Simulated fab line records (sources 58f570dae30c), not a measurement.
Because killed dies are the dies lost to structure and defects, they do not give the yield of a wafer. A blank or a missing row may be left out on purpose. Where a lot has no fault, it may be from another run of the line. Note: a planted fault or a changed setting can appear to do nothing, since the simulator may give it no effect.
A lot that was struck, set against a sound lot || flow berkeley_cmos170 || 14 out of 331 route steps
Sound: these wafers, L851.2, L851.4, L851.6. Wafers L841.1, L841.4, L841.6 were the ones struck. Last of all comes the cause.
Each step with rows lists, per side, the tool, then ch with its chambers, then its first start. Under that, the readings that differ: sound wafers || struck wafers || difference of the means || sigmas: that difference in standard deviations of wafers without a fault.
alike: a reading whose means differ by less than 2 such deviations, as well as words and numbers matching on both sides. not compared: withheld readings; readings where some wafer has no value; bounds like >300 that might hide an equal value; numbers whose values overlap and for which the record gives no deviation.
Wherever a step has rows on one side only, a row that says differs or no value, or a row with sigmas, the two part there. Numbers that don't overlap but have no deviation are shown without sigmas and don't part them. A reading missing from all wafers of one side parts the sides only when that side holds two or more wafers.

UCB170_V1_BOW_MEAS_03:
  struck on film_metro-04, day 10 06:27; sound on film_metro-02, day 12 04:25
  alike: V1_BOW
UCB170_V1_THK_MEAS_04:
  struck on film_metro-04, day 10 06:34; sound on film_metro-02, day 12 04:32
  alike: V1_POLISHED_THK
then, 7 steps without rows for these wafers: UCB170_V1_CLEAN_05 (cleans in DIW); UCB170_V1_HMDS_06 (prime time 60 s); UCB170_V1_COAT_07 (resist thk 900 nm); UCB170_V1_SOFTBAKE_08 (time 60 s); UCB170_V1_EXPOSE_09 (exposes mask VIA1, target cd 700 nm); UCB170_V1_PEB_10; UCB170_V1_DEVELOP_11 (develop time 45 s).
UCB170_V1_CD_MEAS_12: target cd 700 nm.
  struck on cd_sem-01, day 10 08:35; sound on cd_sem-01, day 12 06:07
  alike: cd_nm
UCB170_V1_OVL_MEAS_13:
  struck on overlay-01, day 10 08:43; sound on overlay-01, day 12 06:13
  alike: V1_OVL
UCB170_V1_ETCH_14: etches SiO2 in CHF3/CF4/Ar, stops on Al, target depth 1250 nm, time 291 s.
  sound on rie_diel-01 ch 1,2, day 12 06:15; struck on rie_diel-04 ch 0,2, day 10 08:44
  alike: drypump_motor_current_A, oes_product_au, rf_fwd_power_W, throttle_valve_pct
  not compared: rf_hours_counter_h
UCB170_V1_STRIP_15: strips in O2.
  sound on plasma_asher-01 ch 0,1, day 12 06:25; struck on plasma_asher-02 ch 0,1, day 10 08:55
  no value came back on the struck wafers for chamber_pressure_mTorr (mTorr), drypump_motor_current_A (A), oes_product_au (a.u.), strip_time_to_endpoint_s (s); on the sound wafers chamber_pressure_mTorr (mTorr) reads 3498.4 3498.2 3502.0
{"reading": "model.KrF_of_V1_COAT_07.thk_nm (nm)", "sound": "0 0 0", "struck": "609.3 608.5 613.4", "difference": "+610.4", "sigmas": ""}
  not compared: rf_hours_counter_h
UCB170_V1_CD_MEAS_90: target cd 700 nm.
  struck on cd_sem-01, day 10 09:04; sound on cd_sem-02, day 12 06:32
  alike: cd_nm

WHERE THEY PART
At UCB170_V1_STRIP_15 and nowhere else, as far as this record goes. Later steps at which nothing parts them and some readings are alike: UCB170_V1_CD_MEAS_90.

WHY: whatever the simulator had introduced
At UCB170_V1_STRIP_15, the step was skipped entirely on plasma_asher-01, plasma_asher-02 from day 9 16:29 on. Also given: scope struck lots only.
